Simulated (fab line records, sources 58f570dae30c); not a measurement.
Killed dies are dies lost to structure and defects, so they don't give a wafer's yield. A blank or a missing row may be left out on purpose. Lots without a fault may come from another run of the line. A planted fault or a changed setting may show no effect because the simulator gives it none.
fab line records | flow berkeley_cmos170
record lots=15 wafers=45 last_day=13
route steps=331 shown SPACER@174
lots that met no fault: from a run of the same line without faults
start_h: hours from the record's first day to the start of the lot's first wafer shown | wait_h: hours since the lot's step before | " the same as in the row above | L1.1+2: a row that stands for several wafers | - no value, or no start given | * or withheld: withheld | < > ~ a bound
route shown NAME@n: a module of which the file shows steps, and the number in the route of the first | usual: mean/standard deviation of fault-free wafers | same: alike in all rows | chamber/n: place in a boat | sites: the reading at each site | _std_site: their standard deviation | _edge_site: outer sites' mean less inner sites' | radius_mm: how far each site lies from the wafer's centre | mask NAME#n: copy n | behind: the tool/chamber that last shaped the wafer | hold: why the lot was held/for how many hours/how that ended | device: the transistor (n, p or np) that didn't switch | end of line: the same wafers' tests at the end of the route | a step without rows: its recipe alone | killed: dies lost to structure and defects at the first sort, not the wafer's yield | map: a wafer's dies, x killed, . not, _ none there
set.NAME: the setting as run; set.NAME@STEP: as run at that earlier step | model.NAME: the simulator's own value behind a step, which no gauge read
steps of the route over a sample of lots; a table a step, a row a wafer
services: from which hour (start_h, from the record's first day; less than 0 if before it) a tool's chamber was out of use, for how many hours, and why
## steps
# step UCB170_SPACER_ETCHBACK_03
# recipe stop_on=Si target=SiO2 chemistry=CHF3/CF4/Ar CHF3_flow_sccm=50 cf4_flow_sccm=10 Ar_flow_sccm=120 pressure_mtorr=200 rf_w=500 target_depth_a=3760 time_s=100
# usual drypump_motor_current_A=5.5/0.43 oes_product_au=0.901/0.016 run_length_s=128.2/0.46 throttle_valve_pct=6.51/0.094
# columns lot.wafer tool chamber start_h wait_h drypump_motor_current_A oes_product_au rf_hours_counter_h run_length_s throttle_valve_pct
L275.2 rie_diel-01 0 167.45 0.0 5.2 0.883 100 128.6 6.36
L275.5 " 2 " " 5.0 0.917 - 127.9 6.44
L275.6 " 3 " " 5.0 0.901 - 128.3 6.48
L276.1 rie_diel-02 1 182.31 0.0 5.3 0.906 11 128.6 6.51
L276.3 " 2 " " 5.4 0.900 1 127.9 6.61
L276.4 " 3 " " 5.6 0.892 7 128.6 6.53
L280.1 rie_diel-01 2 195.25 0.0 5.0 0.921 106 128.1 6.46
L280.2 " 1 " " 5.5 0.887 36 127.3 6.68
L280.6 " 0 " " 5.2 0.881 - 128.3 6.37
L281.1 rie_diel-02 2 207.31 0.0 5.3 0.893 2 127.9 6.61
L281.5 " 0 " " 6.4 0.935 - 128.7 6.45
L281.6 " 1 " " 5.3 0.885 - 128.7 6.51
L282.2 rie_diel-03 1 207.31 0.0 6.1 0.886 11 127.5 6.64
L282.5 " 0 " " 5.8 0.895 - 128.6 6.53
L282.6 " 3 " " 5.9 0.921 - 129.2 6.41
L283.1 rie_diel-01 2 207.31 0.0 5.0 0.913 107 128.7 6.47
L283.3 " 0 " " 5.1 0.878 101 128.2 6.35
L283.6 " 3 " " 5.1 0.901 - 128.8 6.46
L285.2 rie_diel-03 0 214.91 0.0 5.8 0.876 125 129.0 6.51
L285.3 " 3 " " 5.8 0.915 136 129.0 6.39
L285.4 " 0 " " 5.8 0.901 - 128.3 6.53
L286.2 rie_diel-02 1 222.21 0.0 5.3 0.884 13 128.1 6.51
L286.4 " 1 " " 5.3 0.888 - 128.1 6.51
L286.5 " 0 " " 6.4 0.926 - 128.2 6.43
L291.3 rie_diel-03 1 238.26 0.0 6.1 0.891 12 127.8 6.63
L291.4 " 1 " " 6.1 0.879 - 127.4 6.63
L291.6 " 0 " " 5.8 0.611 - 208.5 6.49
L290.1 rie_diel-03 3 238.33 0.1 5.9 0.906 138 129.0 6.39
L290.3 " 0 " " 5.8 0.599 126 208.4 6.50
L290.5 " 0 " " 5.8 0.601 - 208.7 6.49
L292.1 rie_diel-03 3 243.61 0.0 5.9 0.911 138 129.1 6.38
L292.2 " 1 " " 6.1 0.876 13 127.5 6.64
L292.4 " 0 " " 5.8 0.597 126 208.9 6.50
L293.2 rie_diel-01 1 243.61 0.0 5.5 0.872 38 127.4 6.67
L293.3 " 3 " " 5.0 0.884 19 128.1 6.47
L293.4 " 2 " " 5.0 0.911 109 128.3 6.48
L294.2 rie_diel-02 2 265.99 0.0 5.4 0.889 5 127.8 6.60
L294.3 " 1 " " 5.3 0.914 15 128.5 6.51
L294.4 " 0 " " 6.4 0.924 56 128.3 6.41
L297.1 rie_diel-02 0 275.93 0.0 6.4 0.907 56 128.4 6.44
L297.4 " 1 " " 5.3 0.892 16 128.1 6.50
L297.6 " 0 " " 6.4 0.928 - 128.4 6.44
L298.1 rie_diel-01 1 275.93 0.0 5.5 0.884 39 127.3 6.67
L298.2 " 2 " " 5.0 0.905 110 128.0 6.45
L298.5 " 1 " " 5.5 0.882 - 127.4 6.69
## services
# columns tool chamber start_h hours kind
rie_diel-02 2 144.38 - clean
rie_diel-02 2 144.38 17.7 scheduled_down
rie_diel-02 2 144.38 17.7 vent_cycle
rie_diel-03 - 147.18 1.2 repair
rie_diel-02 1 160.61 3.5 repair
rie_diel-01 2 175.11 5.3 repair
rie_diel-03 1 209.53 4.7 repair
rie_diel-03 2 214.75 8.6 repair
rie_diel-02 2 218.20 8.0 repair
rie_diel-03 2 228.32 - clean
rie_diel-03 2 228.32 12.3 scheduled_down
rie_diel-03 2 228.32 12.3 vent_cycle
rie_diel-03 2 252.07 32.7 repair
rie_diel-03 3 263.28 13.4 repair
## key
first_sign step=UCB170_SPACER_ETCHBACK_03 reading=run_length_s direction=up sigmas=99+ usual=* struck=*
effect step=UCB170_SPACER_ETCHBACK_03 reading=oes_product_au direction=down sigmas=18 usual=0.901 struck=0.602
met_at UCB170_SPACER_ETCHBACK_03
struck_lots L290,L291,L292
struck_wafers L290.3,L290.5,L291.6,L292.4
tester_left_out L290,L291,L292
onset_between 214.91 238.26
fault kind=process_parameter_drift tool=rie_diel-03 chamber=0 onset_h=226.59 steps=UCB170_SPACER_ETCHBACK_03 channel=time_s offset=* shape=step end_h=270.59 acts_in=* stated=*
# tester_left_out: of these lots the tester's yield and bins aren't shown, on N5 and GAA mostly nor the transistor test; their killed dies are dies lost to structure and defects alone, not to doping, threshold or leakage, so they don't give the yield
